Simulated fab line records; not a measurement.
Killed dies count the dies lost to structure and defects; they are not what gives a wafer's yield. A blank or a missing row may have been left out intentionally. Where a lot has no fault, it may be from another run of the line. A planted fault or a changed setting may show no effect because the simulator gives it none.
Which of the tools did it? | flow berkeleyCmos170 | 6 lots, 18 wafers sampled, at 3 steps of a route of 331

WHAT EACH GAUGE READ, for each wafer
UCB170_SDANNEAL_RS_MEAS_03: measurement is done with a four-point probe.
lot  | measured     | on           | NSD_RS (ohm/sq)
L111 | day 6 12:37  | filmMetro-03 | 37.44 37.30 37.39
L114 | day 7 09:01  | filmMetro-04 | 37.15 37.19 37.23
L119 | day 8 13:20  | filmMetro-02 | 38.14 38.16 38.20
L123 | day 9 03:42  | filmMetro-02 | 38.08 38.19 38.19
L127 | day 9 23:41  | filmMetro-03 | 37.29 37.38 37.39
L131 | day 10 17:06 | filmMetro-03 | 37.23 37.22 37.19

WHAT TOOL EACH LOT RAN ON (gives the tool, then ch and the chambers of the sampled wafers, and finally the start)
lot  | UCB170_NSD_IMPLANT_08           | UCB170_NSD_STRIP_09
L111 | implanter-02 ch 0, day 6 11:02  | plasmaAsher-01 ch 0,1, day 6 11:10
L114 | implanter-03 ch 0, day 7 04:37  | plasmaAsher-03 ch 0, day 7 04:46
L119 | implanter-02 ch 0, day 8 09:35  | plasmaAsher-02 ch 0,1, day 8 09:43
L123 | implanter-02 ch 0, day 9 02:14  | plasmaAsher-02 ch 0,1, day 9 02:23
L127 | implanter-01 ch 0, day 9 20:37  | plasmaAsher-02 ch 0,1, day 9 20:44
L131 | implanter-03 ch 0, day 10 15:01 | plasmaAsher-03 ch 0,1, day 10 15:10
- UCB170_NSD_IMPLANT_08
- UCB170_NSD_STRIP_09: strips in O2.

THE ANSWER, worked out from the rows above alone
Rule: the lots themselves supply what counts as usual. Put in order of their means at a reading, lots are off if they are a third of the lots or fewer, leave a main group of 4 or more, and stand apart from it by a gap of 3 or more times the standard deviation of the main group's means; of several such gaps the widest counts. Not used: any main group whose means are identical at the precision the tables above print for the reading. A lot without any number at a reading at which 4 lots or more have one is off too. Where the step has rows for the other lots, those lots are counted as sound.
Off: L119, L123, at UCB170_SDANNEAL_RS_MEAS_03 (NSD_RS). The main group: mean 37.28 ohm/sq, standard deviation 0.082.
A tool fits if, at a process step before that reading, it ran every lot that is off, and no sound lot after the first of them. The gauges at UCB170_SDANNEAL_RS_MEAS_03 are tried like those tools. Can't be told from this: 2 tools fit, implanter-02 at UCB170_NSD_IMPLANT_08, filmMetro-02 at UCB170_SDANNEAL_RS_MEAS_03.

WHAT THE SIMULATOR HAD PUT IN
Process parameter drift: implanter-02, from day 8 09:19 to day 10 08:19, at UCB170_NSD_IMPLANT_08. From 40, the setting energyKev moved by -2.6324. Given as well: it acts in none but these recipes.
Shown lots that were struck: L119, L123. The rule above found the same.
